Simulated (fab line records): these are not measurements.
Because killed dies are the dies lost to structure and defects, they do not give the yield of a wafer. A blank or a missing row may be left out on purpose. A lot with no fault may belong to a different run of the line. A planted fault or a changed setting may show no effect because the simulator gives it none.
Check for tools in common :: flow berkeley cmos170 :: Lots sampled 15, wafers sampled 54

== WHAT PROMPTED THE OPENING ==
3 of 15 lots carry a flag on the reading PSD_RS at UCB170_SDANNEAL_RS_MEAS_02. Fault-free wafers read 75.58 ohm/sq, with a standard deviation of 0.26.
Rule: a lot is flagged in two cases, either no wafer of it has a number, or all its wafers with numbers fall more than 4 standard deviations from that mean. The rest of the lots are taken to be sound.

lot: L425
measured: day 7 03:29
on: film metro-04
PSD_RS (ohm/sq), wafer by wafer: 75.63 75.76 75.74
flag: 

lot: L424
measured: day 7 03:31
on: film metro-01
PSD_RS (ohm/sq), wafer by wafer: 75.74 75.60 75.60
flag: 

lot: L426
measured: day 7 07:02
on: film metro-02
PSD_RS (ohm/sq), wafer by wafer: 75.53 75.23 75.20
flag: 

lot: L429
measured: day 7 16:00
on: film metro-02
PSD_RS (ohm/sq), wafer by wafer: 75.51 75.46 75.54
flag: 

lot: L427
measured: day 7 16:30
on: film metro-01
PSD_RS (ohm/sq), wafer by wafer: 96.92 97.41 96.69 97.08 97.42 96.88
flag: FLAGGED

lot: L428
measured: day 7 17:37
on: film metro-02
PSD_RS (ohm/sq), wafer by wafer: 75.12 75.08 75.40
flag: 

lot: L431
measured: day 8 04:46
on: film metro-02
PSD_RS (ohm/sq), wafer by wafer: 96.75 97.02 96.80 96.92 97.13 96.84
flag: FLAGGED

lot: L432
measured: day 8 06:23
on: film metro-02
PSD_RS (ohm/sq), wafer by wafer: 97.00 97.51 97.44 96.99 97.72 97.52
flag: FLAGGED

lot: L435
measured: day 8 20:38
on: film metro-04
PSD_RS (ohm/sq), wafer by wafer: 75.62 75.74 75.29
flag: 

lot: L438
measured: day 10 00:42
on: film metro-01
PSD_RS (ohm/sq), wafer by wafer: 75.67 75.20 75.30
flag: 

lot: L443
measured: day 10 12:19
on: film metro-04
PSD_RS (ohm/sq), wafer by wafer: 75.63 75.54 76.03
flag: 

lot: L444
measured: day 11 03:57
on: film metro-01
PSD_RS (ohm/sq), wafer by wafer: 76.00 75.61 75.87
flag: 

lot: L445
measured: day 11 14:11
on: film metro-01
PSD_RS (ohm/sq), wafer by wafer: 75.65 76.06 75.89
flag: 

lot: L446
measured: day 11 14:28
on: film metro-02
PSD_RS (ohm/sq), wafer by wafer: 75.60 75.29 75.51
flag: 

lot: L447
measured: day 11 14:37
on: film metro-01
PSD_RS (ohm/sq), wafer by wafer: 75.52 75.45 75.77
flag: 
The mean of the flagged lots' numbers is 97.11 ohm/sq, +21.53 ohm/sq from the usual (+83 standard deviations).

== TOOL THAT RAN EACH LOT ==
2 process steps preceding the reading are held in the record, out of 331 steps in the route. Each cell gives the tool, then ch followed by the chambers the sampled wafers passed through, then the start.
lot: L425
flag: 
UCB170_ZERO_ETCH_06: rie diel-02 ch 1,2,3, day 2 00:43
UCB170_SDANNEAL_RTA_01: rtp anneal-01 ch 0, day 7 03:25

lot: L424
flag: 
UCB170_ZERO_ETCH_06: rie diel-02 ch 0,3, day 1 19:56
UCB170_SDANNEAL_RTA_01: rtp anneal-02 ch 0, day 7 03:26

lot: L426
flag: 
UCB170_ZERO_ETCH_06: rie diel-03 ch 2,3, day 2 05:11
UCB170_SDANNEAL_RTA_01: rtp anneal-01 ch 0, day 7 06:59

lot: L429
flag: 
UCB170_ZERO_ETCH_06: rie diel-01 ch 0,1,2, day 2 19:57
UCB170_SDANNEAL_RTA_01: rtp anneal-02 ch 0, day 7 15:56

lot: L427
flag: FLAGGED
UCB170_ZERO_ETCH_06: rie diel-02 ch 1,2,3, day 2 08:40
UCB170_SDANNEAL_RTA_01: rtp anneal-01 ch 0, day 7 16:25

lot: L428
flag: 
UCB170_ZERO_ETCH_06: rie diel-03 ch 2,3, day 2 13:49
UCB170_SDANNEAL_RTA_01: rtp anneal-02 ch 0, day 7 17:33

lot: L431
flag: FLAGGED
UCB170_ZERO_ETCH_06: rie diel-01 ch 0,1,2, day 3 06:57
UCB170_SDANNEAL_RTA_01: rtp anneal-01 ch 0, day 8 04:43

lot: L432
flag: FLAGGED
UCB170_ZERO_ETCH_06: rie diel-02 ch 0,1, day 3 10:44
UCB170_SDANNEAL_RTA_01: rtp anneal-01 ch 0, day 8 06:20

lot: L435
flag: 
UCB170_ZERO_ETCH_06: rie diel-03 ch 0,2, day 4 03:34
UCB170_SDANNEAL_RTA_01: rtp anneal-02 ch 0, day 8 20:31

lot: L438
flag: 
UCB170_ZERO_ETCH_06: rie diel-01 ch 2,3, day 4 20:26
UCB170_SDANNEAL_RTA_01: rtp anneal-02 ch 0, day 10 00:38

lot: L443
flag: 
UCB170_ZERO_ETCH_06: rie diel-03 ch 1,3, day 5 17:10
UCB170_SDANNEAL_RTA_01: rtp anneal-02 ch 0, day 10 12:15

lot: L444
flag: 
UCB170_ZERO_ETCH_06: rie diel-01 ch 0,1,3, day 6 03:17
UCB170_SDANNEAL_RTA_01: rtp anneal-02 ch 0, day 11 03:53

lot: L445
flag: 
UCB170_ZERO_ETCH_06: rie diel-03 ch 0,1,2, day 6 07:08
UCB170_SDANNEAL_RTA_01: rtp anneal-01 ch 0, day 11 14:06

lot: L446
flag: 
UCB170_ZERO_ETCH_06: rie diel-03 ch 1,3, day 6 11:21
UCB170_SDANNEAL_RTA_01: rtp anneal-01 ch 0, day 11 14:13

lot: L447
flag: 
UCB170_ZERO_ETCH_06: rie diel-02 ch 0,1,2, day 6 11:14
UCB170_SDANNEAL_RTA_01: rtp anneal-02 ch 0, day 11 14:17
These steps, and what they do:
- UCB170_ZERO_ETCH_06: etches SiO2 in CHF3/CF4/Ar, time 12 s.
- UCB170_SDANNEAL_RTA_01: time 5 s.
- UCB170_SDANNEAL_RS_MEAS_02: measures by four-point-probe.

== FLAGGED OVER TOTAL, TOOL BY TOOL (the gauges that took the reading come last) ==
step: UCB170_ZERO_ETCH_06
tool: rie diel-01
lots run: 4
flagged: 1
share of the flagged lots: some
sound lots run after its first flagged lot: 2 (L438,L444)

step: UCB170_ZERO_ETCH_06
tool: rie diel-02
lots run: 5
flagged: 2
share of the flagged lots: some
sound lots run after its first flagged lot: 1 (L447)

step: UCB170_ZERO_ETCH_06
tool: rie diel-03
lots run: 6
flagged: 0
share of the flagged lots: none
sound lots run after its first flagged lot: -

step: UCB170_SDANNEAL_RTA_01
tool: rtp anneal-01
lots run: 7
flagged: 3
share of the flagged lots: all
sound lots run after its first flagged lot: 2 (L445,L446)

step: UCB170_SDANNEAL_RTA_01
tool: rtp anneal-02
lots run: 8
flagged: 0
share of the flagged lots: none
sound lots run after its first flagged lot: -

step: UCB170_SDANNEAL_RS_MEAS_02
tool: film metro-01
lots run: 6
flagged: 1
share of the flagged lots: some
sound lots run after its first flagged lot: 4 (L438,L444,L445,L447)

step: UCB170_SDANNEAL_RS_MEAS_02
tool: film metro-02
lots run: 6
flagged: 2
share of the flagged lots: some
sound lots run after its first flagged lot: 1 (L446)

step: UCB170_SDANNEAL_RS_MEAS_02
tool: film metro-04
lots run: 3
flagged: 0
share of the flagged lots: none
sound lots run after its first flagged lot: -

== WHAT THE TABLE ALLOWS ==
All flagged lots share 1 row of the table, namely rtp anneal-01 at UCB170_SDANNEAL_RTA_01.
- rtp anneal-01 at UCB170_SDANNEAL_RTA_01: 3 of its 7 lots flagged. Sound lots ran on it after the first flagged one (L445, L446), which a lasting fault on the whole tool wouldn't allow. Its own readings (wafer_temp_C_max) fall more than 4 standard deviations out on all wafers of the flagged lots.
None of the table's rows ran every flagged lot and, after the first, no sound lot.

== WHAT THE SIMULATOR HAD INSERTED ==
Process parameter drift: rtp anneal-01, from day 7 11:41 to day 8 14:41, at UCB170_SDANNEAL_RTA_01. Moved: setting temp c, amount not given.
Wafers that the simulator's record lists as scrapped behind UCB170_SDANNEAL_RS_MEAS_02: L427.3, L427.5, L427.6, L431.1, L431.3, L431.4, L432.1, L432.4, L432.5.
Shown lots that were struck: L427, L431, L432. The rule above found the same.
